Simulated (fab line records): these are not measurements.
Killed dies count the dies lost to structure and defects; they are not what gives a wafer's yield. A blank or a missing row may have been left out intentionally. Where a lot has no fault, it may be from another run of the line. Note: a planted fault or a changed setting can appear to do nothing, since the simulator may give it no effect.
One fault seen from 2 desks + flow berkeley_cmos170 + each desk holds nothing but its own numbers, with what lay behind them at the end

## THE TOOL OWNER'S DESK: pvd_sputter-01
The tool's own readings at UCB170_M2_SPUTTER_01 (material Al, target thk 900 nm, time 120 s): means of the sampled wafers that have a number, for each lot that ran on this tool. Any lot whose mean is over 4 standard deviations away from the usual mean is out of limits and marked OUT; that distance is given in the brackets.
Columns: A = chamber_pressure_pa at UCB170_M2_SPUTTER_01, usual 0.4999 Pa; B = throttle_valve_pct at UCB170_M2_SPUTTER_01, usual 29.9 %
| lot  | first seen here | A                 | B    |
|------|-----------------|-------------------|------|
| L142 | day 7 22:52     | 0.5005            | 30.5 |
| L150 | day 9 17:59     | 0.4994            | 29.8 |
| L152 | day 10 04:31    | 0.4993            | 30.0 |
| L157 | day 11 00:23    | 0.5049 (+5.2) OUT | 29.9 |
| L158 | day 11 00:53    | 0.5050 (+5.3) OUT | 29.9 |
This desk's finding: out of limits on L157, L158; first on L157, day 11 00:23 (chamber_pressure_pa at UCB170_M2_SPUTTER_01). L142, L150, L152 stayed within limits.

## FROM THE METROLOGY DESK
What the gauges read, lot by lot, whatever tool the lot ran on: means of the sampled wafers that have a number. Any lot whose mean is over 4 standard deviations away from the usual mean is out of limits and marked OUT; that distance is given in the brackets.
Columns: A = cd_nm at UCB170_CONTACT_CD_MEAS_90, usual 699.5 nm
| lot  | first seen here | A     |
|------|-----------------|-------|
| L142 | day 7 11:23     | 700.8 |
| L143 | day 7 12:24     | 699.0 |
| L146 | day 8 01:22     | 701.6 |
| L145 | day 8 01:53     | 698.6 |
| L148 | day 8 16:14     | 700.2 |
| L150 | day 9 08:23     | 697.6 |
| L153 | day 9 15:45     | 697.7 |
| L151 | day 9 18:46     | 700.4 |
| L152 | day 9 19:05     | 699.6 |
| L157 | day 10 12:26    | 698.6 |
| L155 | day 10 12:47    | 698.3 |
| L158 | day 10 15:28    | 699.0 |
| L160 | day 10 17:25    | 700.8 |
| L163 | day 11 21:23    | 700.0 |
Finding of this desk: none of the 14 lots has anything out of limits.

## ALL TOGETHER
At day 11 00:23, on L157, L158, the tool owner's desk was in a position to raise an alarm.
From the metrology desk's view, nothing was out of limits.
The metrology desk holds a record of L157, L158, inside its limits.
On pvd_sputter-01, each named lot ran UCB170_M2_SPUTTER_01.

## WHAT THE SIMULATOR PUT IN
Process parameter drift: pvd_sputter-01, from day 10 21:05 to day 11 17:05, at UCB170_M2_SPUTTER_01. Setting chamber_pressure_pa, moved by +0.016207, from 0.5. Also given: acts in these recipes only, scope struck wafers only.
Shown lots that were struck: L157, L158.
How many hours passed from the start of the fault until each desk's first out-of-limits reading: the tool owner's desk, 3.
